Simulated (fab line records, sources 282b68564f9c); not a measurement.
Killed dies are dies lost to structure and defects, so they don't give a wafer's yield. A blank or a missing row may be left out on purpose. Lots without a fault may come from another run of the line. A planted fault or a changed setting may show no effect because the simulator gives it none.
Chamber matching | flow rit_cmos | RIT_CONTACT_ETCH_11 on rie_diel-02: 4 sister chambers
The step etches SiO2 in CHF3/CF4/Ar, stops on TiSi2, target depth 480 nm, time 320 s. 14 wafers are shown with their chamber, then 7 later ones without.

WAFERS WITH THEIR CHAMBER
wafer  | chamber | drypump_motor_current_A (A) | oes_product_au (a.u.) | throttle_valve_pct (%)
L781.1 | 2       | 6.4                         | 1.016                 | 8.83
L781.2 | 1       | 5.7                         | 1.014                 | 8.81
L781.4 | 3       | 6.5                         | 0.988                 | 8.87
L782.1 | 3       | 6.5                         | 0.997                 | 8.85
L782.2 | 0       | 5.0                         | 0.986                 | 8.83
L782.4 | 1       | 5.7                         | 1.007                 | 8.81
L785.1 | 3       | 6.5                         | 0.979                 | 8.87
L785.2 | 1       | 5.7                         | 1.003                 | 8.81
L785.5 | 0       | 5.0                         | 0.989                 | 8.81
L786.2 | 3       | 6.5                         | 0.980                 | 8.84
L786.3 | 1       | 5.7                         | 1.005                 | 8.82
L786.5 | 1       | 5.7                         | 1.005                 | 8.82
L791.1 | 0       | 5.1                         | 0.981                 | 8.80
L791.4 | 2       | 6.3                         | 1.022                 | 8.81

SIGNATURES (means of the wafers above)
reading                 | chamber 0 | chamber 1 | chamber 2 | chamber 3 | scatter within a chamber
drypump_motor_current_A | 5.033     | 5.700     | 6.350     | 6.500     | 0.0342
oes_product_au          | 0.98533   | 1.00680   | 1.01900   | 0.98600   | 0.00577
throttle_valve_pct      | 8.8133    | 8.8140    | 8.8200    | 8.8575    | 0.0121
Rule: a wafer's distance from a chamber is the root of the sum, over the readings, of the square of ((its reading less the chamber's mean) divided by the reading's scatter). The wafer belongs to the nearest chamber; if the next one is less than 2 further off, it can't be placed. The scatter: the root of (the sum of the squares of (reading less its chamber's mean) over the shown wafers, divided by (wafers less chambers)).

WAFERS WITHOUT THEIR CHAMBER
wafer  | drypump_motor_current_A (A) | oes_product_au (a.u.) | throttle_valve_pct (%)
L791.5 | 6.3                         | 1.018                 | 8.83
L800.2 | 5.7                         | 1.007                 | 8.81
L800.4 | 6.5                         | 0.991                 | 8.88
L800.5 | 5.1                         | 0.976                 | 8.80
L803.1 | 6.5                         | 0.991                 | 8.86
L803.4 | 5.0                         | 0.988                 | 8.81
L803.6 | 6.4                         | 1.015                 | 8.82

WHICH CHAMBER EACH WENT THROUGH
wafer  | from the rows above | in truth
L791.5 | 2                   | 2
L800.2 | 1                   | 1
L800.4 | 3                   | 3
L800.5 | 0                   | 0
L803.1 | 3                   | 3
L803.4 | 0                   | 0
L803.6 | 2                   | 2
Placed correctly: 7 of 7. Can't be placed from these rows: 0. Placed wrongly: 0.
